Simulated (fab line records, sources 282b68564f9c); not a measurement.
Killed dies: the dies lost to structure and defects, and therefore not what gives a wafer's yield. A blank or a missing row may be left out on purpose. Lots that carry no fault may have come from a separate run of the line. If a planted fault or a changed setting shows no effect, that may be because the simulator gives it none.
fab line records | flow ritCmos | part 2 of 2: steps 35 to 46 of 46
record: lots: 5 | wafers: 15 | lastDay: 7
route steps=202 shown ACTIVE@13 FOX1@20 FOX2@23 NWELL@28 PWELL@39 WELLDRIVE@50 NRETRO@53
lots that met no fault: taken from a fault-free run of the same line
startH: hours from the record's opening day to when the first of the lot's shown wafers began | waitH: time in hours since the lot's previous step | " repeats the value in the row above | L1.1+2: a row that stands for several wafers | - no value present, or no start provided | * or withheld: withheld | < > ~ a bound
route shown NAME@n: a module of which the file shows steps, and the number in the route of the first | usual: mean and standard deviation over wafers with no fault | same: alike in all rows | chamber/n: place in a boat | sites: each site's reading | _std_site: the values' standard deviation | _edge_site: mean of outer sites minus mean of inner sites | radiusMm: for every site, how far away it sits from the centre of the wafer | mask NAME#n: copy n | behind: tool/chamber where the wafer was last shaped | hold: what put the lot on hold/how long, in hours/how the hold closed | device: which transistor (n, p or np) failed to switch | end of line: the route-end tests of the same wafers | where a step has no rows: the recipe by itself | killed: at the first sort, the dies lost to defects and structure; wafer yield is something else | map: shows each die of a wafer: x if killed, . if not, _ if none is there
set.NAME: the setting that was run; set.NAME@STEP: the one run at that earlier step | model.NAME: the simulator's own value behind a step, which no gauge read
certain route steps with their lots: each step a table, each wafer a row
services: a tool's chamber out of use, with start hour (startH, from the record's first day; less than 0 if before it), hours out, and reason
== steps ==
step: RIT_PWELL_IMPLANT_08
recipe: species: B | energyKev: 170 | doseCm2: 7e+13 | tiltDeg: 7
usual: beamEnergyKeV: 169.99/0.055 | faradayCurrentUA: 222/4.1
lot.wafer | tool         | chamber | startH | waitH | beamEnergyKeV | faradayCurrentUA
L080.1    | implanter-01 | 0       | 55.11  | 0.2   | 170.06        | 223
L080.4    | "            | 0       | "      | "     | 169.96        | 225
L080.6    | "            | 0       | "      | "     | 170.05        | 223
L083.1    | implanter-04 | 0       | 69.88  | 0.2   | 169.98        | 221
L083.3    | "            | 0       | "      | "     | 169.93        | 221
L083.4    | "            | 0       | "      | "     | 169.97        | 218
L089.1    | implanter-04 | 0       | 100.87 | 0.2   | 170.03        | 217
L089.5    | "            | 0       | "      | "     | 169.95        | 227
L089.6    | "            | 0       | "      | "     | 169.95        | 225
L096.2    | implanter-03 | 0       | 134.74 | 0.2   | 169.84        | 229
L096.3    | "            | 0       | "      | "     | 169.86        | 225
L096.6    | "            | 0       | "      | "     | 169.90        | 225
L097.2    | implanter-01 | 0       | 138.88 | 0.2   | 169.94        | 217
L097.5    | "            | 0       | "      | "     | 169.99        | 230
L097.6    | "            | 0       | "      | "     | 169.96        | 222
step: RIT_PWELL_STRIP_09
recipe: chemistry: O2 | timeS: 180 | resist: NOVOLAK | platenTempC: withheld | powerW: 500 | pressureMtorr: 4000 | o2FlowSccm: 4000
usual: drypumpMotorCurrentA: 5.7/0.35
same: timeS: 180
lot.wafer | tool           | chamber | startH | waitH | drypumpMotorCurrentA | rfHoursCounterH
L080.1    | plasmaAsher-02 | 0       | 55.26  | 0.1   | 5.2                  | 42
L080.4    | "              | 0       | "      | "     | 5.2                  | -
L080.6    | "              | 1       | "      | "     | 6.0                  | -
L083.1    | plasmaAsher-02 | 0       | 70.03  | 0.1   | 5.1                  | 43
L083.3    | "              | 0       | "      | "     | 5.1                  | -
L083.4    | "              | 1       | "      | "     | 6.0                  | -
L089.1    | plasmaAsher-02 | 1       | 101.02 | 0.1   | 6.0                  | 47
L089.5    | "              | 0       | "      | "     | 5.2                  | -
L089.6    | "              | 1       | "      | "     | 6.0                  | -
L096.2    | plasmaAsher-02 | 0       | 134.86 | 0.1   | 5.1                  | 51
L096.3    | "              | 0       | "      | "     | 5.2                  | -
L096.6    | "              | 0       | "      | "     | 5.1                  | -
L097.2    | plasmaAsher-02 | 1       | 139.00 | 0.1   | 6.0                  | 51
L097.5    | "              | 0       | "      | "     | 5.2                  | -
L097.6    | "              | 1       | "      | "     | 6.0                  | -
step: RIT_PWELL_TW_MEAS_10
usual: PWELL_TW: 952/5.4
lot.wafer | tool         | chamber | startH | waitH | PWELL_TW
L080.1    | filmMetro-04 | -       | 55.44  | 0.1   | 952
L080.4    | "            | -       | "      | "     | 957
L080.6    | "            | -       | "      | "     | 955
L083.1    | filmMetro-01 | -       | 70.21  | 0.1   | 958
L083.3    | "            | -       | "      | "     | 950
L083.4    | "            | -       | "      | "     | 956
L089.1    | filmMetro-01 | -       | 101.20 | 0.1   | 952
L089.5    | "            | -       | "      | "     | 954
L089.6    | "            | -       | "      | "     | 951
L096.2    | filmMetro-01 | -       | 135.05 | 0.1   | 955
L096.3    | "            | -       | "      | "     | 948
L096.6    | "            | -       | "      | "     | 949
L097.2    | filmMetro-02 | -       | 139.19 | 0.1   | 957
L097.5    | "            | -       | "      | "     | 953
L097.6    | "            | -       | "      | "     | 963
step: RIT_WELLDRIVE_ANNEAL_00
recipe: tempC: 1100 | timeS: 14700 | ambient: N2
usual: zonePowerCentrePct: 51/4.3 | zonePowerSourcePct: 46/3.2
same: timeS: 14700
lot.wafer | tool       | chamber | startH | waitH | zonePowerCentrePct | zonePowerSourcePct
L080.1    | furnace-03 | 0       | 57.20  | 1.7   | 55                 | 44
L080.4    | "          | 0       | "      | "     | 55                 | 43
L080.6    | "          | 0       | "      | "     | 54                 | 44
L083.1    | furnace-04 | 0       | 71.77  | 1.5   | 55                 | 40
L083.3    | "          | 0       | "      | "     | 55                 | 41
L083.4    | "          | 0       | "      | "     | 55                 | 42
L089.1    | furnace-01 | 0       | 101.70 | 0.5   | 47                 | 49
L089.5    | "          | 0       | "      | "     | 47                 | 50
L089.6    | "          | 0       | "      | "     | 47                 | 49
L096.2    | furnace-03 | 0       | 135.10 | 0.0   | 56                 | 43
L096.3    | "          | 0       | "      | "     | 55                 | 43
L096.6    | "          | 0       | "      | "     | 55                 | 44
L097.2    | furnace-01 | 0       | 140.72 | 1.5   | 46                 | 49
L097.5    | "          | 0       | "      | "     | 46                 | 48
L097.6    | "          | 0       | "      | "     | 46                 | 49
step: RIT_WELLDRIVE_RS_MEAS_01
recipe: thkMeasGauge: four-point-probe
usual: NWELL_RS: 275.2/0.63
lot.wafer | tool         | chamber | startH | waitH | NWELL_RS[ohm/sq]
L080.1    | filmMetro-01 | -       | 62.28  | 0.0   | 274.7
L080.4    | "            | -       | "      | "     | 275.2
L080.6    | "            | -       | "      | "     | 275.8
L083.1    | filmMetro-04 | -       | 76.85  | 0.0   | 275.2
L083.3    | "            | -       | "      | "     | 275.0
L083.4    | "            | -       | "      | "     | 274.8
L089.1    | filmMetro-04 | -       | 106.78 | 0.0   | 273.9
L089.5    | "            | -       | "      | "     | 274.1
L089.6    | "            | -       | "      | "     | 274.7
L096.2    | filmMetro-01 | -       | 140.20 | 0.0   | 276.8
L096.3    | "            | -       | "      | "     | 276.5
L096.6    | "            | -       | "      | "     | 276.1
L097.2    | filmMetro-04 | -       | 145.82 | 0.0   | 275.8
L097.5    | "            | -       | "      | "     | 275.6
L097.6    | "            | -       | "      | "     | 274.7
step: RIT_WELLDRIVE_RS_MEAS_02
recipe: thkMeasGauge: four-point-probe
usual: PWELL_RS: 429.2/1.5
lot.wafer | tool         | chamber | startH | waitH | PWELL_RS[ohm/sq]
L080.1    | filmMetro-01 | -       | 62.40  | 0.1   | 430.6
L080.4    | "            | -       | "      | "     | 430.1
L080.6    | "            | -       | "      | "     | 430.6
L083.1    | filmMetro-04 | -       | 76.97  | 0.1   | 429.9
L083.3    | "            | -       | "      | "     | 429.7
L083.4    | "            | -       | "      | "     | 430.0
L089.1    | filmMetro-04 | -       | 106.90 | 0.1   | 429.4
L089.5    | "            | -       | "      | "     | 429.0
L089.6    | "            | -       | "      | "     | 427.6
L096.2    | filmMetro-01 | -       | 140.32 | 0.1   | 429.9
L096.3    | "            | -       | "      | "     | 430.5
L096.6    | "            | -       | "      | "     | 430.5
L097.2    | filmMetro-04 | -       | 145.94 | 0.1   | 428.3
L097.5    | "            | -       | "      | "     | 430.1
L097.6    | "            | -       | "      | "     | 431.3
step: RIT_NRETRO_HMDS_00
recipe: primeTimeS: 60 | primeTempC: 140
lot.wafer  | tool          | chamber | startH | waitH
L080.1+4+6 | lithoTrack-02 | 0       | 62.52  | 0.1
L083.1+3+4 | lithoTrack-01 | 0       | 77.09  | 0.1
L089.1+5+6 | lithoTrack-01 | 0       | 107.02 | 0.1
L096.2+3+6 | lithoTrack-01 | 0       | 140.45 | 0.1
L097.2+5+6 | lithoTrack-01 | 0       | 146.07 | 0.1
step: RIT_NRETRO_COAT_01
recipe: resist: NOVOLAK | spinRpm: 2000 | resistThkNm: 1300
usual: spinSpeedRpm: 2000.2/1.2
lot.wafer | tool          | chamber | startH | waitH | spinSpeedRpm
L080.1    | lithoTrack-02 | 0       | 62.67  | 0.1   | 2002.2
L080.4    | "             | 0       | "      | "     | 2002.0
L080.6    | "             | 0       | "      | "     | 2003.0
L083.1    | lithoTrack-01 | 0       | 77.24  | 0.1   | 2000.6
L083.3    | "             | 0       | "      | "     | 2002.5
L083.4    | "             | 0       | "      | "     | 2000.0
L089.1    | lithoTrack-01 | 0       | 107.17 | 0.1   | 1999.0
L089.5    | "             | 0       | "      | "     | 2000.7
L089.6    | "             | 0       | "      | "     | 2002.1
L096.2    | lithoTrack-01 | 0       | 140.60 | 0.1   | 1999.3
L096.3    | "             | 0       | "      | "     | 1999.9
L096.6    | "             | 0       | "      | "     | 1999.4
L097.2    | lithoTrack-01 | 0       | 146.22 | 0.1   | 1999.4
L097.5    | "             | 0       | "      | "     | 1997.4
L097.6    | "             | 0       | "      | "     | 2000.3
step: RIT_NRETRO_SOFTBAKE_02
recipe: resist: NOVOLAK | tempC: 90 | timeS: 60
same: timeS: 60
lot.wafer  | tool          | chamber | startH | waitH
L080.1+4+6 | lithoTrack-02 | 0       | 62.82  | 0.1
L083.1+3+4 | lithoTrack-01 | 0       | 77.39  | 0.1
L089.1+5+6 | lithoTrack-01 | 0       | 107.32 | 0.1
L096.2+3+6 | lithoTrack-01 | 0       | 140.75 | 0.1
L097.2+5+6 | lithoTrack-01 | 0       | 146.37 | 0.1
step: RIT_NRETRO_EXPOSE_03
recipe: maskId: M4 | na: 0.57 | targetCdNm: 43900 | doseMj: 250
lot.wafer  | tool            | chamber | startH | waitH | mask
L080.1+4+6 | ilineStepper-02 | 0       | 63.09  | 0.2   | M4#0
L083.1+3+4 | ilineStepper-01 | 0       | 77.66  | 0.2   | M4#0
L089.1+5+6 | ilineStepper-01 | 0       | 107.47 | 0.1   | M4#0
L096.2+3+6 | ilineStepper-01 | 0       | 141.02 | 0.2   | M4#0
L097.2+5+6 | ilineStepper-02 | 0       | 146.64 | 0.2   | M4#0
step: RIT_NRETRO_PEB_04
recipe: resist: NOVOLAK | tempC: withheld | timeS: withheld
lot.wafer  | tool          | chamber | startH | waitH
L080.1+4+6 | lithoTrack-02 | 0       | 63.21  | 0.1
L083.1+3+4 | lithoTrack-04 | 0       | 77.78  | 0.1
L089.1+5+6 | lithoTrack-04 | 0       | 107.59 | 0.1
L096.2+3+6 | lithoTrack-01 | 0       | 141.14 | 0.1
L097.2+5+6 | lithoTrack-01 | 0       | 146.76 | 0.1
step: RIT_NRETRO_DEVELOP_05
recipe: resist: NOVOLAK | developTimeS: 68 | devTempC: 23
lot.wafer  | tool          | chamber | startH | waitH
L080.1+4+6 | lithoTrack-02 | 0       | -      | -
L083.1+3+4 | lithoTrack-04 | 0       | -      | -
L089.1+5+6 | lithoTrack-04 | 0       | -      | -
L096.2+3+6 | lithoTrack-01 | 0       | -      | -
L097.2+5+6 | lithoTrack-01 | 0       | -      | -
== services ==
tool            | chamber | startH | hours | kind
ilineStepper-02 | -       | 43.19  | 4.4   | pm
rieDiel-04      | 1       | 47.57  | 5.1   | repair
rieDiel-02      | 0       | 49.54  | 5.2   | repair
rieDiel-02      | -       | 56.05  | 0.4   | repair
rieDiel-02      | -       | 64.35  | 0.7   | repair
implanter-02    | -       | 64.63  | 4.8   | repair
ilineStepper-02 | -       | 72.64  | 1.7   | pm
implanter-04    | -       | 74.66  | 10.1  | repair
rieDiel-04      | 0       | 76.60  | 4.9   | repair
implanter-01    | -       | 77.72  | 2.1   | repair
rieDiel-04      | 1       | 82.63  | 4.9   | repair
furnace-04      | -       | 88.26  | 3.3   | pm
implanter-02    | -       | 92.72  | 2.0   | repair
furnace-03      | -       | 97.08  | 2.8   | pm
wetBench-03     | -       | 102.21 | 1.9   | pm
plasmaAsher-01  | -       | 103.58 | 5.6   | repair
plasmaAsher-01  | -       | 109.20 | 9.0   | pm
furnace-03      | -       | 114.52 | 3.0   | pm
implanter-01    | -       | 116.35 | 4.8   | repair
wetBench-02     | -       | 126.62 | 1.9   | pm
plasmaAsher-02  | -       | 128.81 | 0.6   | repair
plasmaAsher-03  | -       | 131.59 | 4.5   | repair
ilineStepper-01 | -       | 135.43 | 2.4   | repair
ilineStepper-01 | -       | 137.80 | 1.7   | pm
